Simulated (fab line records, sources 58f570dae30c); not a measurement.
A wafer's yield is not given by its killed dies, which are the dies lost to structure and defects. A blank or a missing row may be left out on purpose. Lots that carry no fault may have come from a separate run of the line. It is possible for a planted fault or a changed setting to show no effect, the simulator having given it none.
Struck lot and sound lot, side by side    flow berkeley_cmos170    44 out of 331 route steps
Sound: these wafers, L943.2, L943.4, L943.5. Wafers L938.1, L938.2, L938.5 were the ones struck. The cause is given at the end.
At each step with rows: each side's tool, then ch and its chambers, then its first start. Under that, the readings that differ: sound wafers    struck wafers    difference of the means    sigmas: that difference in standard deviations of wafers without a fault.
alike: same words and numbers on both sides, and readings whose means sit less than 2 such deviations apart. not compared: any withheld reading, any reading some wafer has no value for, any bound like >300 that may hide the same value, and any number with overlapping values for which the record gives no deviation.
Wherever a step has rows on one side only, a row that says differs or no value, or a row with sigmas, the two part there. Non-overlapping numbers with no deviation appear without sigmas and do not part them. A reading missing from all wafers of one side parts the sides only when that side holds two or more wafers.

first, 3 steps without rows for these wafers: UCB170_PVT_EXPOSE_03 (exposes mask NWELL, target cd 3000 nm); UCB170_PVT_PEB_04; UCB170_PVT_DEVELOP_05 (develop time 45 s).
UCB170_PVT_OVL_MEAS_06:
  sound on overlay-01 at day 8 15:01; struck on overlay-02 at day 7 19:47
  alike: PVT_OVL
following that, these wafers have no rows for 1 step: UCB170_PVT_IMPLANT_07.
UCB170_PVT_STRIP_08: strips in O2.
  sound on plasma_asher-03 ch 0, day 8 15:12; struck on plasma_asher-02 ch 0,1, day 7 19:59
  alike: drypump_motor_current_A, o2_flow_sccm, oes_product_au, strip_time_to_endpoint_s
  not compared: rf_hours_counter_h
UCB170_PVT_TW_MEAS_09:
  sound on film_metro-02 at day 8 15:19; struck on film_metro-02 at day 7 20:05
  alike: PVT_TW
then, 1 step without rows for these wafers: UCB170_GATE_WET_ETCH_00 (etches SiO2 in dHF, time 200 s).
UCB170_FIELD_THK_MEAS_91:
  sound on film_metro-04 at day 8 15:43; struck on film_metro-01 at day 7 20:12
  alike: FIELD_OXIDE_LEFT_2_THK
then, 1 step without rows for these wafers: UCB170_GATE_OXIDATION_01 (target thk 6.6 nm, ox time 1800 s).
UCB170_GATE_THK_MEAS_02:
  sound on film_metro-03 at day 8 19:59; struck on film_metro-03 at day 8 03:01
reading              sound           struck          difference  sigmas
GATE_OXIDE_THK (nm)  6.87 6.80 6.75  6.40 6.36 6.58  -0.36       -2
then, 1 step without rows for these wafers: UCB170_GATE_ANNEAL_03 (time 1800 s).
UCB170_GATE_CVD_04: deposits poly-Si from SiH4, time 1440 s, target thk 214 nm.
  sound on lpcvd-02 ch 1, day 8 22:43; struck on lpcvd-01 ch 0, day 8 07:25
reading                                   sound              struck             difference  sigmas
sih4_flow_sccm (sccm)                     120.1 119.9 120.2  59.7 59.6 60.0     -60.3       -99 or more
model.poly-Si_of_GATE_CVD_04.thk_nm (nm)  217.9 218.4 216.6  107.1 105.1 105.1  -111.9      
  alike: spike_tc_load_C
UCB170_GATE_THK_MEAS_05:
  sound on film_metro-02 at day 9 00:08; struck on film_metro-03 at day 8 08:49
reading             sound              struck             difference  sigmas
GATE_POLY_THK (nm)  217.8 218.6 216.8  107.1 105.1 105.2  -111.9      -56
then, 6 steps without rows for these wafers: UCB170_GATE_COAT_06; UCB170_GATE_COAT_07 (resist thk 900 nm); UCB170_GATE_SOFTBAKE_08 (time 60 s); UCB170_GATE_EXPOSE_09 (exposes mask POLY, target cd 350 nm); UCB170_GATE_PEB_10; UCB170_GATE_DEVELOP_11 (develop time 45 s).
UCB170_GATE_CD_MEAS_12: target cd 350 nm.
  sound on cd_sem-02 at day 9 01:48; struck on cd_sem-01 at day 8 10:14
  alike: cd_nm
UCB170_GATE_OVL_MEAS_13:
  sound on overlay-01 at day 9 01:54; struck on overlay-01 at day 8 10:22
  alike: GATE_OVL
UCB170_GATE_ETCH_14: etches BARC in N2/H2.
  sound on rie_diel-04 ch 0,1, day 9 01:56; struck on rie_diel-02 ch 0,1,3, day 8 10:24
  alike: drypump_motor_current_A, oes_product_au, throttle_valve_pct
UCB170_GATE_ETCH_15: etches poly-Si in HBr/Cl2, stops on SiO2, time 56.3 s, target depth 278.2 nm.
  sound on rie_si-01 ch 1,2,3, day 9 01:59; struck on rie_si-01 ch 0,2,3, day 8 10:26
reading                           sound              struck             difference  sigmas
oes_product_au (a.u.)             0.854 0.838 0.820  0.564 0.560 0.535  -0.284      -20
model.GATE.feature_depth_nm (nm)  217.9 218.4 216.6  107.1 105.1 105.1  -111.9      
model.etch.depth_nm (nm)          217.9 218.4 216.6  107.1 105.1 105.1  -111.9      
  alike: drypump_motor_current_A, throttle_valve_pct
  not compared: rf_hours_counter_h
UCB170_GATE_STRIP_16: strips in O2.
  sound on plasma_asher-03 ch 0,1, day 9 02:01; struck on plasma_asher-03 ch 0,1, day 8 10:29
  alike: drypump_motor_current_A, o2_flow_sccm, oes_product_au
  not compared: rf_hours_counter_h
UCB170_GATE_CD_MEAS_90: target cd 350 nm.
  sound on cd_sem-01 at day 9 02:15; struck on cd_sem-02 at day 8 10:35
  alike: cd_nm
then, 7 steps without rows for these wafers: UCB170_GATE_CLEAN_17 (cleans in SPM, time 600 s); UCB170_PLDD_HMDS_00 (prime time 60 s); UCB170_PLDD_COAT_01 (resist thk 900 nm); UCB170_PLDD_SOFTBAKE_02 (time 60 s); UCB170_PLDD_EXPOSE_03 (exposes mask PSELECT, target cd 1200 nm); UCB170_PLDD_PEB_04; UCB170_PLDD_DEVELOP_05 (develop time 45 s).
UCB170_PLDD_CD_MEAS_06: target cd 1200 nm.
  sound on cd_sem-01 at day 9 05:25; struck on cd_sem-02 at day 8 11:58
  alike: cd_nm
UCB170_PLDD_OVL_MEAS_07:
  sound on overlay-01 at day 9 05:31; struck on overlay-01 at day 8 12:05
  alike: PLDD_OVL
then, 2 steps without rows for these wafers: UCB170_PLDD_IMPLANT_08; UCB170_PLDD_IMPLANT_09.
UCB170_PLDD_STRIP_10: strips in O2.
  sound on plasma_asher-01 ch 0,1, day 9 05:50; struck on plasma_asher-01 ch 0,1, day 8 12:26
  alike: drypump_motor_current_A, o2_flow_sccm, oes_product_au, strip_time_to_endpoint_s
  not compared: rf_hours_counter_h
UCB170_PLDD_TW_MEAS_11:
  sound on film_metro-04 at day 9 06:07; struck on film_metro-01 at day 8 12:32
  alike: PLDD_TW
then, 3 steps without rows for these wafers: UCB170_PLDD_CLEAN_12 (cleans in SPM, time 600 s); UCB170_NLDD_HMDS_00 (prime time 60 s); UCB170_NLDD_COAT_01 (resist thk 900 nm).
UCB170_SILICIDE_PRE_CLEAN_00: preclean etch time 60 s.
  sound on pvd_sputter-03 at day 9 17:37; struck on pvd_sputter-01 at day 9 06:17
reading                                   sound              struck            difference  sigmas
model.poly-Si_of_GATE_CVD_04.thk_nm (nm)  211.1 211.5 209.8  100.2 98.19 98.2  -111.9      
UCB170_M3_PROBE_99:
  only the struck wafers here have rows in the record (prober-02, day 10 08:54); the sound ones have none

## WHERE THEY PART
Earliest at UCB170_GATE_THK_MEAS_02; latest, in this record, at UCB170_M3_PROBE_99.

WHY: what the simulator had put in
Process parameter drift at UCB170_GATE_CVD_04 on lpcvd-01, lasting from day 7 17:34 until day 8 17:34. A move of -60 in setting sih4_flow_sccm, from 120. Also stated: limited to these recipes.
